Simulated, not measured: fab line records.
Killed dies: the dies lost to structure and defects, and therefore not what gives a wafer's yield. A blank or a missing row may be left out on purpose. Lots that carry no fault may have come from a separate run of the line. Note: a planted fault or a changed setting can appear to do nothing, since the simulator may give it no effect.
What tool caused it? :: flow rit-cmos :: 14 lots with 42 wafers sampled at 5 steps, on a route of 202 steps

WHAT EACH GAUGE READ, for each wafer
RIT_ACTIVE_CD_MEAS_11: target cd 1400 nm. Usual: cd-nm reads 1398.4 nm (standard deviation 2.2).
lot: L190
measured: day 2 01:11
on: cd-sem-02
cd-nm (nm): 1397.7 1398.5 1398.3
flag: 

lot: L191
measured: day 2 06:38
on: cd-sem-02
cd-nm (nm): 1399.7 1394.8 1394.6
flag: 

lot: L192
measured: day 2 11:53
on: cd-sem-02
cd-nm (nm): 1397.2 1395.4 1397.9
flag: 

lot: L193
measured: day 2 16:04
on: cd-sem-01
cd-nm (nm): 1404.4 1406.1 1404.2
flag: 

lot: L194
measured: day 2 21:19
on: cd-sem-01
cd-nm (nm): 1398.9 1398.2 1397.5
flag: 

lot: L195
measured: day 3 02:09
on: cd-sem-01
cd-nm (nm): 1395.6 1395.8 1396.1
flag: 

lot: L197
measured: day 3 13:30
on: cd-sem-02
cd-nm (nm): 1395.9 1397.6 1399.0
flag: 

lot: L199
measured: day 3 21:26
on: cd-sem-01
cd-nm (nm): 1395.9 1396.8 1399.1
flag: 

lot: L205
measured: day 5 03:38
on: cd-sem-02
cd-nm (nm): 1398.5 1399.7 1399.0
flag: 

lot: L206
measured: day 5 10:01
on: cd-sem-01
cd-nm (nm): 1397.3 1397.9 1396.0
flag: 

lot: L208
measured: day 5 20:50
on: cd-sem-02
cd-nm (nm): 1398.6 1397.9 1399.2
flag: 

lot: L209
measured: day 6 02:54
on: cd-sem-01
cd-nm (nm): 1396.5 1396.6 1396.0
flag: 

lot: L210
measured: day 6 05:32
on: cd-sem-02
cd-nm (nm): 1396.1 1396.2 1397.1
flag: 

lot: L211
measured: day 6 09:34
on: cd-sem-01
cd-nm (nm): 1399.7 1400.8 1400.6
flag: 

RIT_NWELL_OVL_MEAS_06. Usual: NWELL_OVL 0.8 nm, standard deviation 1.4.
lot: L190
measured: day 2 07:40
on: overlay-02
NWELL_OVL (nm): 2.3 2.0 0.8
flag: 

lot: L191
measured: day 2 15:10
on: overlay-02
NWELL_OVL (nm): -0.7 -1.3 -0.7
flag: 

lot: L192
measured: day 2 19:04
on: overlay-01
NWELL_OVL (nm): -1.1 -0.3 -0.3
flag: 

lot: L193
measured: day 2 21:54
on: overlay-01
NWELL_OVL (nm): 0.6 -1.2 0.3
flag: 

lot: L194
measured: day 3 03:22
on: overlay-02
NWELL_OVL (nm): 1.2 2.4 2.3
flag: 

lot: L195
measured: day 3 10:40
on: overlay-02
NWELL_OVL (nm): -0.4 1.9 1.1
flag: 

lot: L197
measured: day 3 19:19
on: overlay-02
NWELL_OVL (nm): 2.3 2.8 2.9
flag: 

lot: L199
measured: day 4 06:41
on: overlay-01
NWELL_OVL (nm): 1.7 3.1 1.3
flag: 

lot: L205
measured: day 5 11:17
on: overlay-02
NWELL_OVL (nm): -0.3 -0.8 -0.4
flag: 

lot: L206
measured: day 5 16:37
on: overlay-02
NWELL_OVL (nm): 1.2 1.6 1.0
flag: 

lot: L208
measured: day 6 06:17
on: overlay-02
NWELL_OVL (nm): 0.0 0.6 0.8
flag: 

lot: L209
measured: day 6 08:40
on: overlay-02
NWELL_OVL (nm): 1.0 -3.1 -0.1
flag: 

lot: L210
measured: day 6 12:35
on: overlay-02
NWELL_OVL (nm): 3.6 -0.3 2.7
flag: 

lot: L211
measured: day 6 16:41
on: overlay-01
NWELL_OVL (nm): 1.1 1.4 0.1
flag: 

RIT_SPACER_THK_MEAS_04. Usual: SPACER_NITRIDE_THK 250.3 nm, standard deviation 2.8.
lot: L190
measured: day 3 14:23
on: film-metro-01
SPACER_NITRIDE_THK (nm): 247.9 247.5 247.6
flag: 

lot: L191
measured: day 3 21:03
on: film-metro-04
SPACER_NITRIDE_THK (nm): 248.1 249.6 249.6
flag: 

lot: L192
measured: day 4 03:05
on: film-metro-04
SPACER_NITRIDE_THK (nm): 250.9 248.4 248.1
flag: 

lot: L193
measured: day 4 04:15
on: film-metro-02
SPACER_NITRIDE_THK (nm): 249.0 250.0 250.1
flag: 

lot: L194
measured: day 4 06:37
on: film-metro-04
SPACER_NITRIDE_THK (nm): 253.8 251.1 250.6
flag: 

lot: L195
measured: day 4 15:51
on: film-metro-01
SPACER_NITRIDE_THK (nm): 249.6 249.5 248.7
flag: 

lot: L197
measured: day 5 00:05
on: film-metro-02
SPACER_NITRIDE_THK (nm): 133.1 131.2 133.8
flag: OFF

lot: L199
measured: day 5 11:02
on: film-metro-04
SPACER_NITRIDE_THK (nm): 131.4 131.1 129.9
flag: OFF

lot: L205
measured: day 6 16:18
on: film-metro-02
SPACER_NITRIDE_THK (nm): 250.8 251.8 251.7
flag: 

lot: L206
measured: day 6 23:46
on: film-metro-04
SPACER_NITRIDE_THK (nm): 255.5 254.7 255.6
flag: 

lot: L208
measured: day 7 21:54
on: film-metro-04
SPACER_NITRIDE_THK (nm): 255.4 255.4 257.0
flag: 

lot: L209
measured: day 7 22:11
on: film-metro-02
SPACER_NITRIDE_THK (nm): 249.9 246.8 248.1
flag: 

lot: L210
measured: day 7 23:49
on: film-metro-04
SPACER_NITRIDE_THK (nm): 257.1 254.9 256.5
flag: 

lot: L211
measured: day 8 08:26
on: film-metro-04
SPACER_NITRIDE_THK (nm): 249.7 251.5 250.2
flag: 

EACH LOT AND THE TOOL THAT RAN IT (in order: tool; ch and the chambers of the sampled wafers; start)
lot: L190
RIT_NLDD_STRIP_09: plasma-asher-02 ch 0,1, day 3 07:34
RIT_SPACER_CVD_03: lpcvd-01 ch 1, day 3 12:28

lot: L191
RIT_NLDD_STRIP_09: plasma-asher-03 ch 0, day 3 15:10
RIT_SPACER_CVD_03: lpcvd-02 ch 1, day 3 18:10

lot: L192
RIT_NLDD_STRIP_09: plasma-asher-02 ch 0,1, day 3 23:02
RIT_SPACER_CVD_03: lpcvd-02 ch 1, day 4 01:10

lot: L193
RIT_NLDD_STRIP_09: plasma-asher-03 ch 0,1, day 3 23:13
RIT_SPACER_CVD_03: lpcvd-01 ch 0, day 4 02:20

lot: L194
RIT_NLDD_STRIP_09: plasma-asher-01 ch 0,1, day 4 02:23
RIT_SPACER_CVD_03: lpcvd-02 ch 0, day 4 04:41

lot: L195
RIT_NLDD_STRIP_09: plasma-asher-01 ch 0,1, day 4 10:49
RIT_SPACER_CVD_03: lpcvd-02 ch 1, day 4 12:58

lot: L197
RIT_NLDD_STRIP_09: plasma-asher-02 ch 0,1, day 4 20:02
RIT_SPACER_CVD_03: lpcvd-02 ch 1, day 4 22:11

lot: L199
RIT_NLDD_STRIP_09: plasma-asher-03 ch 0,1, day 5 06:00
RIT_SPACER_CVD_03: lpcvd-02 ch 1, day 5 09:07

lot: L205
RIT_NLDD_STRIP_09: plasma-asher-02 ch 0,1, day 6 12:22
RIT_SPACER_CVD_03: lpcvd-01 ch 1, day 6 14:22

lot: L206
RIT_NLDD_STRIP_09: plasma-asher-03 ch 0,1, day 6 19:41
RIT_SPACER_CVD_03: lpcvd-01 ch 0, day 6 21:51

lot: L208
RIT_NLDD_STRIP_09: plasma-asher-01 ch 0,1, day 7 17:53
RIT_SPACER_CVD_03: lpcvd-01 ch 1, day 7 19:58

lot: L209
RIT_NLDD_STRIP_09: plasma-asher-03 ch 0,1, day 7 17:58
RIT_SPACER_CVD_03: lpcvd-02 ch 0, day 7 20:16

lot: L210
RIT_NLDD_STRIP_09: plasma-asher-02 ch 0,1, day 7 18:16
RIT_SPACER_CVD_03: lpcvd-01 ch 0, day 7 21:53

lot: L211
RIT_NLDD_STRIP_09: plasma-asher-02 ch 0,1, day 8 04:29
RIT_SPACER_CVD_03: lpcvd-02 ch 0, day 8 06:31
- RIT_NLDD_STRIP_09: strips in O2, time 180 s.
- RIT_SPACER_CVD_03: deposits Si3N4 from SiH2Cl2/NH3, target thk 250 nm, time 3300 s.

WHAT THE TOOLS THEMSELVES READ (means of the sampled wafers that have a number; where no wafer has one, the mark that the record gives instead)
RIT_NLDD_STRIP_09. Usual: drypump-motor-current-A reads 5.6 A (standard deviation 0.5).
lot: L190
tool: plasma-asher-02
drypump-motor-current-A (A): 5.5
flag: 

lot: L191
tool: plasma-asher-03
drypump-motor-current-A (A): 6.1
flag: 

lot: L192
tool: plasma-asher-02
drypump-motor-current-A (A): 6.0
flag: 

lot: L193
tool: plasma-asher-03
drypump-motor-current-A (A): 5.8
flag: 

lot: L194
tool: plasma-asher-01
drypump-motor-current-A (A): 5.2
flag: 

lot: L195
tool: plasma-asher-01
drypump-motor-current-A (A): 5.1
flag: 

lot: L197
tool: plasma-asher-02
drypump-motor-current-A (A): 6.0
flag: 

lot: L199
tool: plasma-asher-03
drypump-motor-current-A (A): 5.7
flag: 

lot: L205
tool: plasma-asher-02
drypump-motor-current-A (A): 6.0
flag: 

lot: L206
tool: plasma-asher-03
drypump-motor-current-A (A): 5.9
flag: 

lot: L208
tool: plasma-asher-01
drypump-motor-current-A (A): 5.2
flag: 

lot: L209
tool: plasma-asher-03
drypump-motor-current-A (A): 5.9
flag: 

lot: L210
tool: plasma-asher-02
drypump-motor-current-A (A): 5.6
flag: 

lot: L211
tool: plasma-asher-02
drypump-motor-current-A (A): 5.6
flag: 

RIT_SPACER_CVD_03. Usual: susceptor-temp-C reads 810.0 C (standard deviation 0.38).
lot: L190
tool: lpcvd-01
susceptor-temp-C (C): 810.4
flag: 

lot: L191
tool: lpcvd-02
susceptor-temp-C (C): 810.3
flag: 

lot: L192
tool: lpcvd-02
susceptor-temp-C (C): 809.9
flag: 

lot: L193
tool: lpcvd-01
susceptor-temp-C (C): 810.1
flag: 

lot: L194
tool: lpcvd-02
susceptor-temp-C (C): 810.5
flag: 

lot: L195
tool: lpcvd-02
susceptor-temp-C (C): 809.7
flag: 

lot: L197
tool: lpcvd-02
susceptor-temp-C (C): 809.9
flag: 

lot: L199
tool: lpcvd-02
susceptor-temp-C (C): 809.9
flag: 

lot: L205
tool: lpcvd-01
susceptor-temp-C (C): 809.6
flag: 

lot: L206
tool: lpcvd-01
susceptor-temp-C (C): 809.9
flag: 

lot: L208
tool: lpcvd-01
susceptor-temp-C (C): 810.5
flag: 

lot: L209
tool: lpcvd-02
susceptor-temp-C (C): 809.6
flag: 

lot: L210
tool: lpcvd-01
susceptor-temp-C (C): 810.2
flag: 

lot: L211
tool: lpcvd-02
susceptor-temp-C (C): 810.5
flag: 

THE ANSWER, worked out from the rows above alone
Rule: a lot is off if the mean of its wafers that have a number lies more than 3 standard deviations from the usual mean. A lot without any number at a reading at which 4 lots or more have one is off too. All remaining lots with rows at the step are treated as sound. First the gauges in route order, then the tools' own readings, where a lot's mean is used as printed above. At the first step where some lot is off, the reading lying furthest off is the one used; lots without a number count as furthest.
Off: L197, L199, seen at RIT_SPACER_THK_MEAS_04 (SPACER_NITRIDE_THK).
A tool fits if, at a process step before that reading, it ran every lot that is off, and no sound lot after the first of them. Gauges at RIT_SPACER_THK_MEAS_04: tried the same way as those tools. No candidate that was tried fits.

WHAT THE SIMULATOR HAD INSERTED
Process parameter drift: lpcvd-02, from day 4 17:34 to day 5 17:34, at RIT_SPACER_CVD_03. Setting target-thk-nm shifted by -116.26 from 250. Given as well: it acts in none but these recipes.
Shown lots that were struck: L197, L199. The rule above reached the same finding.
